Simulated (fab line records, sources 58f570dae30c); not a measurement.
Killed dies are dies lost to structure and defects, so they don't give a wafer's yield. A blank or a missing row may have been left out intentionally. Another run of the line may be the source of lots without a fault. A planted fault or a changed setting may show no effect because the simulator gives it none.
The tool behind it: which one? + flow berkeley cmos170 + 6 lots, 18 wafers sampled, at 2 steps of a route of 331

WHAT EACH GAUGE READ, for each wafer
UCB170_SILICIDE_RS_MEAS_02: uses a four-point probe to measure.
| lot  | measured     | on            | SILICIDE_TI_RS (ohm/sq) |
|------|--------------|---------------|-------------------------|
| L658 | day 8 17:26  | film metro-01 | 26.0 26.1 25.6          |
| L660 | day 8 17:40  | film metro-01 | 26.3 25.9 25.6          |
| L665 | day 9 20:31  | film metro-02 | 26.4 26.3 26.4          |
| L668 | day 10 10:43 | film metro-04 | 25.7 25.5 25.3          |
| L669 | day 10 21:56 | film metro-02 | 25.4 25.5 25.5          |
| L672 | day 11 22:55 | film metro-02 | 26.5 26.3 26.3          |

EACH LOT AND THE TOOL THAT RAN IT (in order: tool; ch and the chambers of the sampled wafers; start)
| lot  | UCB170_SILICIDE_SPUTTER_01   |
|------|------------------------------|
| L658 | pvd sputter-01, day 8 17:22  |
| L660 | pvd sputter-04, day 8 17:38  |
| L665 | pvd sputter-01, day 9 20:29  |
| L668 | pvd sputter-04, day 10 10:40 |
| L669 | pvd sputter-04, day 10 21:53 |
| L672 | pvd sputter-03, day 11 22:47 |
- UCB170_SILICIDE_SPUTTER_01: material Ti, target thk 30 nm, time 25 s.

THE ANSWER, worked out from the rows above alone
Rule: what is usual is taken from the lots themselves. The widest of any qualifying gaps counts: lots, ordered by their means at a reading, are off when they make up no more than a third of the lots, leave a main group of 4 or more, and stand apart from it by 3 or more times the standard deviation of that group's means. The tables above print the reading to a certain number of digits; a main group whose means all agree to those digits is not used. Also off: a lot with no number at a reading for which 4 or more lots have one. All remaining lots with rows at the step are treated as sound.
Nothing can be told from this: no lot is off at any reading shown.

WHAT THE SIMULATOR HAD INSERTED
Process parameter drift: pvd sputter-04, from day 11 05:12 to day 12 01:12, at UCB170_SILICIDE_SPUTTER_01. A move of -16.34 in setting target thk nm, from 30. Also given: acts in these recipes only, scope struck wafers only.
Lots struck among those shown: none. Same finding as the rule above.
